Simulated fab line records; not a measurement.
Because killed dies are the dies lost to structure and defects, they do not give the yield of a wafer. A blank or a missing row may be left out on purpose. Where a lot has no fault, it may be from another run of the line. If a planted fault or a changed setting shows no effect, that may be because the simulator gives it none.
Problem report, 8D (eight disciplines) form, completed by code | flow berkeleyCmos170 | the parts of the form that need people (team, actions taken, sign-off) are left out

1. WHAT IS WRONG
Wafers without a fault read 100.03 C, standard deviation 0.15; primeTempC at UCB170_NWELL_HMDS_06 reads a mean of 97.81 C on 6 wafers belonging to 2 lots. That puts it -15 standard deviations away from the usual mean.
The step: prime time 60 s.
Seen first at day 6 18:11 on lithoTrack-01, wafer L489.1. The record holds 42 wafers of 14 lots with a number at this step. By rule, "out" or "out of limits" means more than 4 standard deviations away from the usual mean. The rest of the wafers with a number are treated as sound.

2. WHAT THIS IS AND IS NOT
question                    | is                     | is not
which readings at this step | primeTempC             | chillPlateTempC
which lots                  | L489, L491             | L468, L469, L470, L471, L474, L475, L476, L478, L479, L480, L481, L482
which wafers of those lots  | all that have a number | -
read on which tools         | lithoTrack-01          | lithoTrack-02, lithoTrack-03
when                        | from day 6 18:11       | up to then (36 sound wafers)

3. WHAT RULES OUT EACH SUSPECT
Counting: a tool at any process step up to the reading remains a suspect when it ran all the lots that are out and ran no sound lot after the first of those.
- lithoTrack-01 at UCB170_NWELL_HMDS_06 (prime time 60 s): kept. Every lot that is out went through it, starting with L489 (day 6 18:11), and after that it ran no sound lot; the last sound lot it ran before then is L480 (day 4 19:51). Its own primeTempC readings are out on those wafers.
After counting, what remains is lithoTrack-01 at UCB170_NWELL_HMDS_06.

4. THE CAUSE (what the simulator had put in)
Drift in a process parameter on lithoTrack-01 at UCB170_NWELL_HMDS_06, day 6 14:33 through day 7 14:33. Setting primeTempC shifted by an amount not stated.
Counting left only this tool.

5. THE EFFECT CHAIN, in route order
Each row: a reading whose mean over the struck wafers that have a number lies more than 3 standard deviations from the usual. Only readings whose record carries a usual standard deviation are examined. hours: median over the lots of the time between each lot's start at the first step of this table that gives one and its start at this step. sigmas: the change, counted in usual standard deviations.
hours | step                 | reading    | usual    | on struck wafers | change | sigmas
0     | UCB170_NWELL_HMDS_06 | primeTempC | 100.03 C | 97.81            | -2.22  | -15
Here are the process steps it includes:
- UCB170_NWELL_HMDS_06: prime time 60 s.
Later steps that measure or inspect, where all struck wafers having a row at the step show a number for every such reading and not one has moved that far: UCB170_ACTIVE_THK_MEAS_06, UCB170_V1_THK_MEAS_04, UCB170_V2_CD_MEAS_12.

6. HOW IT WOULD HAVE BEEN CAUGHT EARLIER
The fault began at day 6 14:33; the first out-of-limits reading in this record came at day 6 18:11, 4 hours later.
